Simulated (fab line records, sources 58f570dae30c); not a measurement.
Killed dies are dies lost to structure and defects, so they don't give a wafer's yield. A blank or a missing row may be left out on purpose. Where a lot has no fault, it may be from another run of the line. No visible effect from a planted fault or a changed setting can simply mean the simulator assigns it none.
Which tool did it?    flow berkeley_cmos170    39 wafers from 13 lots sampled at 4 of the route's 331 steps

== WHAT THE GAUGES SHOWED, per wafer ==
UCB170_ACTIVE_OVL_MEAS_14. Usual: for ACTIVE_OVL the level is -4 nm and the standard deviation is 5.3.
lot   measured     on          ACTIVE_OVL (nm)  flag
L829  day 5 03:56  overlay-01  -1 -1 -7         
L830  day 5 12:08  overlay-01  -4 -16 -8        
L832  day 5 15:27  overlay-02  -8 5 0           
L833  day 5 15:41  overlay-01  -13 -2 -12       
L836  day 6 15:34  overlay-01  -7 -5 -3         
L837  day 6 15:50  overlay-02  -3 4 -6          
L838  day 7 02:55  overlay-02  -8 -7 1          
L841  day 7 11:41  overlay-02  -4 2 -10         
L847  day 8 11:08  overlay-01  -2 -3 -6         
L849  day 9 08:40  overlay-01  -8 2 -5          
L848  day 9 08:54  overlay-01  0 0 3            
L850  day 9 09:11  overlay-01  0 9 0            
L851  day 9 16:45  overlay-02  -11 -5 -11       

UCB170_M2_CD_MEAS_15: target cd 700 nm. Usual: 699.7 nm for cd_nm, sd 1.4.
lot   measured      on         cd_nm (nm)         flag
L829  day 8 22:41   cd_sem-01  700.3 700.4 701.3  
L830  day 9 17:10   cd_sem-01  697.8 699.1 698.9  
L832  day 9 12:01   cd_sem-02  702.3 701.1 701.7  
L833  day 9 17:19   cd_sem-01  701.8 701.2 701.9  
L836  day 10 09:25  cd_sem-01  697.1 697.6 697.4  
L837  day 10 10:21  cd_sem-01  699.4 700.9 701.2  
L838  day 10 17:28  cd_sem-02  699.7 699.9 701.2  
L841  day 11 00:16  cd_sem-02  699.0 699.2 699.2  
L847  day 12 19:47  cd_sem-01  701.2 699.4 699.4  
L849  day 13 05:56  cd_sem-02  698.9 697.7 699.1  
L848  day 13 04:13  cd_sem-02  699.7 700.3 701.0  
L850  day 13 05:44  cd_sem-01  699.1 698.3 698.3  
L851  day 13 14:28  cd_sem-02  701.8 701.0 700.8  

UCB170_V2_THK_MEAS_04. Usual: for V2_POLISHED_THK the level is 999.8 nm and the standard deviation is 1.
lot   measured      on             V2_POLISHED_THK (nm)  flag
L829  day 8 23:58   film_metro-02  999.1 999.9 1000.1    
L830  day 9 18:31   film_metro-04  1000.8 1000.2 1000.4  
L832  day 9 13:16   film_metro-04  998.8 999.1 999.5     
L833  day 9 18:34   film_metro-02  999.4 999.5 999.3     
L836  day 10 10:40  film_metro-04  1000.6 1001.5 999.7   
L837  day 10 11:35  film_metro-04  998.1 1000.0 998.0    
L838  day 10 18:46  film_metro-04  999.0 998.6 1000.0    
L841  day 11 01:30  film_metro-02  998.7 1000.9 1000.0   
L847  day 12 21:14  film_metro-02  997.5 999.7 998.7     
L849  day 13 07:14  film_metro-02  1000.4 1000.5 1000.4  
L848  day 13 05:26  film_metro-02  999.6 999.1 998.9     
L850  day 13 06:58  film_metro-02  1002.0 1003.4 999.3   
L851  day 13 15:42  film_metro-02  1000.9 1000.5 1001.5  

== WHAT TOOL EACH LOT RAN ON (gives the tool, then ch and the chambers of the sampled wafers, and finally the start) ==
lot   UCB170_NWELL_EXPOSE_09
L829  krf_scanner-01 ch 0, day 2 16:22
L830  krf_scanner-02 ch 0, day 3 01:46
L832  krf_scanner-01 ch 0, day 3 11:09
L833  krf_scanner-02 ch 0, day 3 11:31
L836  krf_scanner-02 ch 0, day 4 03:17
L837  krf_scanner-02 ch 0, day 4 09:46
L838  krf_scanner-02 ch 0, day 4 10:01
L841  krf_scanner-02 ch 0, day 5 01:35
L847  krf_scanner-01 ch 0, day 6 03:50
L849  krf_scanner-02 ch 0, day 6 19:06
L848  krf_scanner-01 ch 0, day 6 19:21
L850  krf_scanner-01 ch 0, day 7 04:22
L851  krf_scanner-01 ch 0, day 7 09:26
- UCB170_NWELL_EXPOSE_09: exposes mask NWELL, target cd 3000 nm.

== AS READ BY THE TOOLS THEMSELVES (means over the sampled wafers that have a number; for cases with no such wafer, the mark the record gives instead) ==
The record holds no such reading with a usual standard deviation.

== THE ANSWER, worked out from the rows above alone ==
Rule: lot off if the mean of its wafers having a number is beyond 3 standard deviations from the usual mean. A lot without any number at a reading at which 4 lots or more have one is off too. Any other lot the step has rows for is counted as sound. Order of review: gauges by route order, followed by the tools' own readings, for which a lot's mean as printed above is used. At the first step where some lot is off, the reading lying furthest off is the one used; lots without a number count as furthest.
No lot is off at any reading shown: from this, nothing can be told.

== WHAT THE SIMULATOR HAD INSERTED ==
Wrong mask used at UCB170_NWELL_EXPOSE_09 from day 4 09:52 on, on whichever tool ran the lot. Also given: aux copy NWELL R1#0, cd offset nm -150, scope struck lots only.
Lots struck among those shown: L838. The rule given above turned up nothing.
